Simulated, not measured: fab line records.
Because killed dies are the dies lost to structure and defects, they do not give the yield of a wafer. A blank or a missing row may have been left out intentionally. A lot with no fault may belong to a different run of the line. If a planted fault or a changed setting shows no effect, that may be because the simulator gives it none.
The tool behind it: which one? | flow rit_cmos | Sampling: 14 lots, 42 wafers, 3 of 202 route steps

== WHAT THE GAUGES SHOWED, per wafer ==
RIT_PLDD_OVL_MEAS_06.
lot  | measured    | on         | PLDD_OVL (nm)
L880 | day 3 01:01 | overlay-01 | -2.1 -1.7 -0.2
L881 | day 3 04:50 | overlay-01 | -1.5 -0.6 -0.8
L882 | day 3 10:10 | overlay-01 | -1.0 -1.4 -2.3
L883 | day 3 13:32 | overlay-02 | -2.1 -2.3 -3.1
L884 | day 3 21:05 | overlay-02 | -0.5 -3.0 -1.1
L885 | day 4 01:24 | overlay-02 | -1.6 -2.4 -1.3
L888 | day 4 17:16 | overlay-02 | -1.7 0.7 0.7
L890 | day 5 02:23 | overlay-02 | -3.5 -3.2 -3.3
L892 | day 5 11:25 | overlay-01 | -0.5 -1.5 -1.1
L895 | day 6 01:59 | overlay-02 | -2.6 -0.8 -2.3
L897 | day 6 09:47 | overlay-01 | -2.5 -2.4 -0.6
L899 | day 6 19:20 | overlay-02 | 1.3 0.5 1.3
L901 | day 7 04:54 | overlay-01 | -0.6 -1.3 -2.0
L903 | day 7 15:15 | overlay-02 | -1.0 -0.9 -2.6

== WHICH TOOL RAN EACH LOT (tool, then ch and the chambers of the sampled wafers, then the start) ==
lot  | RIT_NWELL_STRIP_09                  | RIT_GATE_ETCH_19
L880 | plasma_asher-04 ch 0,1, day 2 00:47 | rie_si-02 ch 2,3, day 2 19:07
L881 | plasma_asher-02 ch 0,1, day 2 04:46 | rie_si-01 ch 0,2,3, day 2 21:19
L882 | plasma_asher-01 ch 0,1, day 2 09:10 | rie_si-02 ch 0,2,3, day 3 03:01
L883 | plasma_asher-02 ch 0,1, day 2 14:54 | rie_si-01 ch 0,3, day 3 06:43
L884 | plasma_asher-04 ch 0,1, day 2 19:10 | rie_si-02 ch 1,2, day 3 12:26
L885 | plasma_asher-04 ch 0,1, day 2 23:13 | rie_si-01 ch 1,2,3, day 3 19:29
L888 | plasma_asher-01 ch 0,1, day 3 15:58 | rie_si-02 ch 0,1,2, day 4 11:29
L890 | plasma_asher-02 ch 0,1, day 4 01:25 | rie_si-02 ch 0,1,3, day 4 19:49
L892 | plasma_asher-04 ch 0,1, day 4 11:32 | rie_si-02 ch 0,1,3, day 5 05:35
L895 | plasma_asher-01 ch 0,1, day 5 02:10 | rie_si-01 ch 1,2, day 5 20:03
L897 | plasma_asher-02 ch 0,1, day 5 10:39 | rie_si-01 ch 0,1,2, day 6 02:50
L899 | plasma_asher-04 ch 0,1, day 5 20:22 | rie_si-01 ch 1,2,3, day 6 12:48
L901 | plasma_asher-01 ch 0, day 6 07:16   | rie_si-01 ch 1,2,3, day 6 22:56
L903 | plasma_asher-04 ch 0,1, day 6 17:37 | rie_si-01 ch 0,1,2, day 7 09:36
- RIT_NWELL_STRIP_09: strips in O2, time 180 s.
- RIT_GATE_ETCH_19: etches poly-Si in SF6/CHF3/O2, stops on SiO2, time 172.7 s, target depth 312.5 nm.

== AS READ BY THE TOOLS THEMSELVES (means over the sampled wafers that have a number; for cases with no such wafer, the mark the record gives instead) ==
RIT_NWELL_STRIP_09.
lot  | tool            | drypump_motor_current_A (A)
L880 | plasma_asher-04 | 6.2
L881 | plasma_asher-02 | 5.5
L882 | plasma_asher-01 | 5.3
L883 | plasma_asher-02 | 5.5
L884 | plasma_asher-04 | 6.1
L885 | plasma_asher-04 | 6.5
L888 | plasma_asher-01 | 5.6
L890 | plasma_asher-02 | 5.5
L892 | plasma_asher-04 | 6.2
L895 | plasma_asher-01 | 5.6
L897 | plasma_asher-02 | 5.5
L899 | plasma_asher-04 | 6.2
L901 | plasma_asher-01 | 5.8
L903 | plasma_asher-04 | 6.1

RIT_GATE_ETCH_19.
lot  | tool      | drypump_motor_current_A (A) | oes_product_au (a.u.) | throttle_valve_pct (%)
L880 | rie_si-02 | 6.1                         | 0.840                 | 10.22
L881 | rie_si-01 | 5.2                         | 0.850                 | 10.21
L882 | rie_si-02 | 6.2                         | 0.851                 | 10.33
L883 | rie_si-01 | 5.4                         | 0.855                 | 10.22
L884 | rie_si-02 | 5.7                         | 0.839                 | 10.16
L885 | rie_si-01 | 5.8                         | 0.852                 | 10.21
L888 | rie_si-02 | 5.9                         | 0.949                 | 10.28
L890 | rie_si-02 | 6.0                         | 0.956                 | 10.27
L892 | rie_si-02 | 6.0                         | 0.947                 | 10.27
L895 | rie_si-01 | 5.6                         | 0.843                 | 10.22
L897 | rie_si-01 | 5.7                         | 0.842                 | 10.21
L899 | rie_si-01 | 5.8                         | 0.845                 | 10.21
L901 | rie_si-01 | 5.8                         | 0.845                 | 10.21
L903 | rie_si-01 | 5.6                         | 0.861                 | 10.20

== THE ANSWER, worked out from the rows above alone ==
Rule: what is usual is taken from the lots themselves. Put in order of their means at a reading, lots are off if they are a third of the lots or fewer, leave a main group of 4 or more, and stand apart from it by a gap of 3 or more times the standard deviation of the main group's means; of several such gaps the widest counts. A main group is skipped when, at the precision printed for the reading in the tables above, its means are all equal. A lot without any number at a reading at which 4 lots or more have one is off too. Where the step has rows for the other lots, those lots are counted as sound. First the gauges in route order, then the tools' own readings, where a lot's mean is used as printed above. At the first step where some lot is off, the reading lying furthest off is the one used; lots without a number count as furthest.
Off at RIT_GATE_ETCH_19 (oes_product_au): L888, L890, L892. Main group: mean 0.848 a.u., sd 0.0065.
If a tool, at that step or one of the process steps before it, ran each lot that is off and ran no sound lot following the first of them, it fits. One fits: rie_si-02 at RIT_GATE_ETCH_19. Its last sound lot is L884 (day 3 12:26), its first lot that is off L888 (day 4 11:29): a fault that began between those two fits.
On the lots that are off, the tool's own readings at RIT_GATE_ETCH_19 differ by more than 5 times the standard deviation of the sound lots' means, which bears it out; oes_product_au reads 0.951 a.u. there versus 0.848 a.u. on the sound lots.

== WHAT WAS PUT IN BY THE SIMULATOR ==
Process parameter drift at RIT_GATE_ETCH_19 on rie_si-02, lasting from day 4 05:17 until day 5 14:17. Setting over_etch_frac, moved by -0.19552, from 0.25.
Struck lots among those shown: L888, L890, L892. This agrees with what the rule above found.
